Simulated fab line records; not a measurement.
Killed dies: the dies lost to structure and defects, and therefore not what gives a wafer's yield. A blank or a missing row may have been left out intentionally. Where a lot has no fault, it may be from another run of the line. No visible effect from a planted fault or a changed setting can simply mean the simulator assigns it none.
fab line records | flow rit-cmos
[record] lots = 6 wafers = 18 last-day = 7
route steps=202 shown ACTIVE@1 M1@202
lots untouched by any fault: they come from a run of this same line in which no faults occurred
start-h: hours from the record's first day to the start of the lot's first wafer shown | wait-h: time in hours since the lot's previous step | " same as the row above | L1.1+2: a single row standing in for several wafers | - either no value or no given start | * or withheld: withheld | < > ~ a bound
route shown NAME@n: NAME is a module with steps in the file, n the number in the route of the first one | usual: average and standard deviation across the fault-free wafers | same: alike in all rows | chamber/n: place in a boat | sites: per-site readings | _std_site: standard deviation of those values | _edge_site: the outer-site mean with the inner-site mean subtracted | radius-mm: how far each site lies from the wafer's centre | mask NAME#n: copy n | behind: the last tool/chamber to shape the wafer | hold: why the lot was held/for how many hours/how that ended | device: the transistor (n, p or np) that didn't switch | end of line: the same wafers' tests at the end of the route | where a step has no rows: the recipe by itself | killed: dies lost to structure and defects at the first sort, not the wafer's yield | map: dies across one wafer; x = killed, . = not, _ = none there
set.NAME: the setting the step ran with; set.NAME@STEP: the setting that earlier step ran with | model.NAME: the simulator's own value behind a step, which no gauge read
a table for each step, a row for each wafer; lots at some steps of the route
services: from which hour (start-h, from the record's first day; less than 0 if before it) a tool's chamber was out of use, for how many hours, and why
[[steps]]
[step RIT_ACTIVE_BOW_MEAS_00]
[recipe] mode = bow
[usual] INCOMING_BOW = 0/6
// columns lot.wafer tool chamber start-h wait-h INCOMING_BOW[um]
L540.3 film-metro-03 - 10.04 - -6
L540.5 " - " " -4
L540.6 " - " " 5
L541.2 film-metro-01 - 15.02 - 4
L541.3 " - " " -11
L541.5 " - " " -10
L555.1 film-metro-03 - 85.00 - -1
L555.5 " - " " 2
L555.6 " - " " -1
L556.1 film-metro-01 - 90.00 - 1
L556.2 " - " " 0
L556.4 " - " " 1
L559.1 film-metro-01 - 105.00 - 11
L559.3 " - " " -4
L559.4 " - " " 8
L563.2 film-metro-01 - 125.02 - 5
L563.3 " - " " -3
L563.6 " - " " 6
[step RIT_ACTIVE_OXIDATION_01]
[recipe] temp-c = 1000 ambient = O2 target-thk-a = 468 ox-time-s = 3360
[step RIT_ACTIVE_THK_MEAS_02]
[recipe] reads = SiO2_of_ACTIVE_OXIDATION_01
[usual] ACTIVE_OXIDE_THK = 46.6/0.99
// columns lot.wafer tool chamber start-h wait-h ACTIVE_OXIDE_THK[nm]
L540.3 film-metro-01 - 13.13 0.0 44.4
L540.5 " - " " 44.7
L540.6 " - " " 44.1
L541.2 film-metro-01 - 17.92 0.0 47.8
L541.3 " - " " 47.6
L541.5 " - " " 47.4
L555.1 film-metro-01 - 87.23 0.0 48.4
L555.5 " - " " 48.2
L555.6 " - " " 47.7
L556.1 film-metro-04 - 92.05 0.0 47.1
L556.2 " - " " 47.4
L556.4 " - " " 47.8
L559.1 film-metro-03 - 107.93 0.0 43.8
L559.3 " - " " 44.2
L559.4 " - " " 44.4
L563.2 film-metro-01 - 127.70 0.0 46.8
L563.3 " - " " 46.7
L563.6 " - " " 47.2
[step RIT_ACTIVE_CVD_03]
[recipe] material = Si3N4 target-thk-nm = 150 temp-c = 810 precursor = SiH2Cl2/NH3 time-s = 1500 pressure-mtorr = 300 sih2cl2-flow-sccm = 60 nh3-flow-sccm = 150
[step RIT_ACTIVE_THK_MEAS_04]
[recipe] reads = Si3N4_of_ACTIVE_CVD_03
[usual] ACTIVE_NITRIDE_THK = 149.8/1.1
// columns lot.wafer tool chamber start-h wait-h ACTIVE_NITRIDE_THK[nm]
L540.3 film-metro-04 - 14.61 0.0 149.7
L540.5 " - " " 150.0
L540.6 " - " " 149.7
L541.2 film-metro-01 - 19.40 0.0 148.9
L541.3 " - " " 148.9
L541.5 " - " " 148.6
L555.1 film-metro-01 - 88.70 0.0 150.3
L555.5 " - " " 150.1
L555.6 " - " " 150.4
L556.1 film-metro-04 - 93.53 0.0 149.3
L556.2 " - " " 150.8
L556.4 " - " " 149.8
L559.1 film-metro-01 - 109.41 0.0 149.7
L559.3 " - " " 149.0
L559.4 " - " " 149.8
L563.2 film-metro-04 - 129.18 0.0 150.9
L563.3 " - " " 148.9
L563.6 " - " " 149.8
[step RIT_ACTIVE_HMDS_05]
[recipe] prime-time-s = 60 prime-temp-c = 140
[step RIT_ACTIVE_COAT_06]
[recipe] resist = NOVOLAK spin-rpm = 3250 resist-thk-nm = 1000
[step RIT_ACTIVE_SOFTBAKE_07]
[recipe] resist = NOVOLAK temp-c = 90 time-s = 60
[step RIT_ACTIVE_EXPOSE_08]
[recipe] mask-id = M1 na = 0.6 source-shape = conventional sigma-outer = 0.6 target-cd-nm = 1400 dose-mj = 225
[usual] exposure-dose-mJ-cm2 = 224.96/0.22
[same] sigma-outer = 0.6
// columns lot.wafer tool chamber start-h wait-h mask exposure-dose-mJ-cm2
L540.3 iline-stepper-02 0 15.26 0.2 M1#0 224.97
L540.5 " 0 " " M1#0 224.93
L540.6 " 0 " " M1#0 224.78
L541.2 iline-stepper-02 0 19.92 0.1 M1#0 224.81
L541.3 " 0 " " M1#0 225.01
L541.5 " 0 " " M1#0 225.22
L555.1 iline-stepper-02 0 89.34 0.2 M1#0 222.02
L555.5 " 0 " " M1#0 222.29
L555.6 " 0 " " M1#0 221.94
L556.1 iline-stepper-02 0 94.05 0.1 M1#0 219.72
L556.2 " 0 " " M1#0 219.86
L556.4 " 0 " " M1#0 219.78
L559.1 iline-stepper-01 0 110.04 0.2 M1#0 224.85
L559.3 " 0 " " M1#0 224.51
L559.4 " 0 " " M1#0 224.88
L563.2 iline-stepper-01 0 129.82 0.2 M1#0 224.66
L563.3 " 0 " " M1#0 224.75
L563.6 " 0 " " M1#0 224.84
[step RIT_ACTIVE_PEB_09]
[recipe] resist = NOVOLAK temp-c = withheld time-s = withheld
[step RIT_ACTIVE_DEVELOP_10]
[recipe] resist = NOVOLAK develop-time-s = 50 dev-temp-c = 23
[step RIT_ACTIVE_CD_MEAS_11]
[recipe] target-cd-nm = 1400
[usual] cd-nm = 1400.3/2
// columns lot.wafer tool chamber start-h wait-h cd-nm
L540.3 cd-sem-01 - 15.67 - 1400.8
L540.5 " - " " 1398.8
L540.6 " - " " 1401.4
L541.2 cd-sem-01 - 20.34 - 1403.8
L541.3 " - " " 1403.3
L541.5 " - " " 1401.1
L555.1 cd-sem-02 - 89.87 - 1388.3
L555.5 " - " " 1393.8
L555.6 " - " " 1380.3
L556.1 cd-sem-02 - 94.45 - 1360.6
L556.2 " - " " 1393.5
L556.4 " - " " 1385.3
L559.1 cd-sem-01 - 110.44 - 1397.7
L559.3 " - " " 1397.6
L559.4 " - " " 1399.9
L563.2 cd-sem-01 - 130.22 - 1402.2
L563.3 " - " " 1400.0
L563.6 " - " " 1400.8
[step RIT_ACTIVE_HARDBAKE_12]
[recipe] resist = NOVOLAK temp-c = 140 time-s = 60
[step RIT_ACTIVE_ETCH_13]
[recipe] stop-on = SiO2 chemistry = SF6 target = Si3N4 time-s = 210 over-etch-frac = 0.4 SF6_flow_sccm = 200 pressure-mtorr = 260 rf-w = 125 target-depth-a = 2100
[usual] drypump-motor-current-A = 5.7/0.42 oes-product-au = 0.824/0.01 throttle-valve-pct = 7.52/0.12
// columns lot.wafer tool chamber start-h wait-h drypump-motor-current-A oes-product-au rf-hours-counter-h throttle-valve-pct model.ACTIVE.cd-nm
L540.3 rie-diel-02 0 15.90 0.1 6.2 0.805 136 7.58 -
L540.5 " 1 " " 5.4 0.826 - 7.52 1399
L540.6 " 0 " " 6.3 0.811 - 7.56 1401
L541.2 rie-diel-02 2 20.59 0.1 5.3 0.813 167 7.74 1404
L541.3 " 1 " " 5.5 0.827 59 7.51 1403
L541.5 " 2 " " 5.3 0.824 - 7.74 1401
L555.1 rie-diel-01 0 90.14 0.1 6.1 0.817 23 7.54 1388
L555.5 " 0 " " 6.1 0.821 - 7.56 1394
L555.6 " 1 " " 5.0 0.841 - 7.45 1380
L556.1 rie-diel-02 1 94.72 0.1 5.5 0.833 61 7.49 1361
L556.2 " 2 " " 5.3 0.844 0 7.72 1393
L556.4 " 3 " " 5.8 0.821 115 7.40 1385
L559.1 rie-diel-01 2 110.84 0.1 6.5 0.807 26 7.41 1398
L559.3 " 3 " " 5.8 0.833 9 7.62 -
L559.4 " 0 " " 6.1 0.818 24 7.55 1400
L563.2 rie-diel-04 3 130.47 0.1 5.7 0.824 1 7.52 1402
L563.3 " 0 " " 5.7 0.831 25 7.58 1400
L563.6 " 1 " " 5.1 0.831 - 7.28 1401
[step RIT_ACTIVE_STRIP_14]
[recipe] chemistry = O2 time-s = 180 resist = NOVOLAK platen-temp-c = withheld power-w = 500 pressure-mtorr = 4000 o2-flow-sccm = 4000
[usual] drypump-motor-current-A = 5.8/0.46
// columns lot.wafer tool chamber start-h wait-h drypump-motor-current-A rf-hours-counter-h
L540.3 plasma-asher-03 1 16.09 0.1 5.8 -
L540.5 " 1 " " 5.8 -
L540.6 " 0 " " 5.9 -
L541.2 plasma-asher-03 1 20.72 0.1 5.8 22
L541.3 " 0 " " 5.9 -
L541.5 " 0 " " 5.9 -
L555.1 plasma-asher-03 1 90.28 0.1 5.8 30
L555.5 " 0 " " 5.9 -
L555.6 " 1 " " 5.8 -
L556.1 plasma-asher-01 0 94.85 0.1 5.1 46
L556.2 " 1 " " 6.3 46
L556.4 " 1 " " 6.3 -
L559.1 plasma-asher-01 0 110.97 0.1 5.1 48
L559.3 " 1 " " 6.3 -
L559.4 " 0 " " 5.1 -
L563.2 plasma-asher-03 0 130.61 0.1 5.9 33
L563.3 " 1 " " 5.8 -
L563.6 " 1 " " 5.8 -
[step RIT_M1_PROBE_99]
[usual] killed-at-contacts = 0.1/0.24 killed-at-front-end = 7/3.2 killed-dies = 7/3.2 killed-open = 3.6/2.1 killed-short = 3.5/2
[same] gross-dies = 264 killed_at_M0_to_M3 = 0 killed_at_M4_up = 0 killed-at-back-side = 0 killed-at-other = 0
// columns lot.wafer tool chamber start-h wait-h killed-at-contacts killed-at-front-end killed-dies killed-open killed-short
L540.3 prober-02 - 62.06 0.2 0 2 2 2 0
L540.5 prober-02 - 62.16 0.2 0 8 8 5 3
L540.6 prober-02 - 62.21 0.2 0 7 7 4 3
L541.2 prober-01 - 67.78 0.1 0 13 13 6 7
L541.3 prober-01 - 67.83 0.2 0 9 9 4 5
L541.5 prober-01 - 67.93 0.2 0 8 8 6 2
L555.1 prober-01 - 133.79 0.1 0 4 4 1 3
L555.5 prober-01 - 133.99 0.2 0 11 11 8 3
L555.6 prober-01 - 134.04 0.2 0 12 12 4 8
L556.1 prober-02 - 142.41 0.1 0 4 4 1 3
L556.2 prober-02 - 142.46 0.1 0 5 5 4 1
L556.4 prober-02 - 142.56 0.2 1 9 10 6 4
L559.1 prober-01 - 155.88 0.1 0 8 8 5 3
L559.3 prober-01 - 155.98 0.2 0 6 6 3 3
L559.4 prober-01 - 156.03 0.2 0 7 7 3 4
L563.2 prober-01 - 173.73 0.1 0 2 2 1 1
L563.3 prober-01 - 173.78 0.2 0 10 10 6 4
L563.6 prober-01 - 173.93 0.2 0 9 9 5 4
// killed by level:class
L540.3 FOX1:geometric-particle:open=1 GATE:geometric-particle:open=1
L540.5 GATE:geometric-particle:open=2 GATE:geometric-particle:short=2 REOX:geometric-particle:open=2 REOX:geometric-particle:short=1 SPACER:geometric-particle:open=1
L540.6 FOX1:geometric-particle:open=2 GATE:geometric-particle:short=2 GATE:geometric-particle:open=1 SPACER:geometric-particle:open=1 SILICIDE:geometric-particle:short=1
L541.2 FOX2:geometric-particle:short=2 GATE:geometric-particle:short=2 GATE:geometric-particle:open=2 SPACER:geometric-particle:short=2 SPACER:geometric-particle:open=2 FOX2:geometric-particle:open=1 SILICIDE:geometric-particle:open=1 SILICIDE:geometric-particle:short=1
L541.3 GATE:geometric-particle:short=3 REOX:geometric-particle:open=2 FOX2:geometric-particle:short=1 FOX2:geometric-particle:open=1 GATE:geometric-particle:open=1 SPACER:geometric-particle:short=1
L541.5 GATE:geometric-particle:open=3 SPACER:geometric-particle:open=2 FOX1:geometric-particle:short=1 FOX2:geometric-particle:open=1 GATE:geometric-particle:short=1
L555.1 SPACER:geometric-particle:short=2 FOX2:geometric-particle:short=1 SPACER:geometric-particle:open=1
L555.5 FOX2:geometric-particle:open=4 GATE:geometric-particle:open=3 FOX1:geometric-particle:short=1 FOX2:geometric-particle:short=1 GATE:geometric-particle:short=1 SILICIDE:geometric-particle:open=1
L555.6 GATE:geometric-particle:open=4 SILICIDE:geometric-particle:short=3 FOX2:geometric-particle:short=2 FOX1:geometric-particle:short=1 GATE:geometric-particle:short=1 REOX:geometric-particle:short=1
L556.1 SPACER:geometric-particle:short=2 GATE:geometric-particle:short=1 GATE:geometric-particle:open=1
L556.2 GATE:geometric-particle:open=3 FOX2:geometric-particle:open=1 SILICIDE:geometric-particle:short=1
L556.4 GATE:geometric-particle:open=4 GATE:geometric-particle:short=1 REOX:geometric-particle:open=1 SPACER:geometric-particle:open=1 SPACER:geometric-particle:short=1 SILICIDE:geometric-particle:short=1 CONTACT:geometric-particle:short=1
L559.1 GATE:geometric-particle:open=3 FOX1:geometric-particle:open=1 GATE:geometric-particle:short=1 REOX:geometric-particle:open=1 REOX:geometric-particle:short=1 SILICIDE:geometric-particle:short=1
L559.3 GATE:geometric-particle:open=3 GATE:geometric-particle:short=2 REOX:geometric-particle:short=1
L559.4 GATE:geometric-particle:short=4 FOX1:geometric-particle:open=1 FOX2:geometric-particle:open=1 GATE:geometric-particle:open=1
L563.2 FOX2:geometric-particle:open=1 SILICIDE:geometric-particle:short=1
L563.3 FOX2:geometric-particle:open=3 GATE:geometric-particle:short=2 GATE:geometric-particle:open=1 REOX:geometric-particle:short=1 REOX:geometric-particle:open=1 SPACER:geometric-particle:short=1 SILICIDE:geometric-particle:open=1
L563.6 FOX1:geometric-particle:short=2 GATE:geometric-particle:open=2 SILICIDE:geometric-particle:short=2 REOX:geometric-particle:open=1 SPACER:geometric-particle:open=1 SILICIDE:geometric-particle:open=1
[[services]]
// columns tool chamber start-h hours kind
iline-stepper-01 - 17.68 0.7 repair
iline-stepper-01 - 18.36 4.4 pm
plasma-asher-03 - 27.07 0.7 repair
iline-stepper-02 - 31.79 9.3 repair
rie-diel-04 2 55.60 5.4 repair
rie-diel-02 2 58.13 - clean
rie-diel-02 2 58.13 14.6 scheduled-down
rie-diel-02 2 58.13 14.6 vent-cycle
rie-diel-04 3 62.73 - clean
rie-diel-04 3 62.73 14.3 scheduled-down
rie-diel-04 3 62.73 14.3 vent-cycle
iline-stepper-01 - 74.22 2.2 repair
rie-diel-02 1 107.61 3.9 repair
plasma-asher-03 - 109.64 4.5 repair
[[key]]
[first-sign] step = RIT_ACTIVE_EXPOSE_08 reading = exposure-dose-mJ-cm2 direction = down sigmas = 19 usual = 224.96 struck = 220.94
[effect] step = RIT_ACTIVE_CD_MEAS_11 reading = cd-nm direction = down sigmas = 8.4 usual = 1400.3 struck = 1383.6 through = control-loop
[model-effect] step = RIT_ACTIVE_ETCH_13 value = ACTIVE.cd-nm without = 1400 struck = 1384
met-at RIT_ACTIVE_EXPOSE_08
struck-wafers L555.1,L555.5,L555.6,L556.1,L556.2,L556.4
tester-left-out L555,L556
[loop-trim] step = RIT_ACTIVE_EXPOSE_08 setting = dose lots = L555,L556
onset-between 19.92 89.34
[fault] kind = process-parameter-drift tool = iline-stepper-02 chamber = - onset-h = 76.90 steps = RIT_ACTIVE_EXPOSE_08 channel = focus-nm offset = 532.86 spread-by-wafer = 0.3 shape = step end-h = 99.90
// tester-left-out: of these lots the tester's yield and bins aren't shown, on N5 and GAA mostly nor the transistor test; their killed dies are dies lost to structure and defects alone, not to doping, threshold or leakage, so they don't give the yield
// loop-trim: a control loop set the setting to another value than it would have without faults
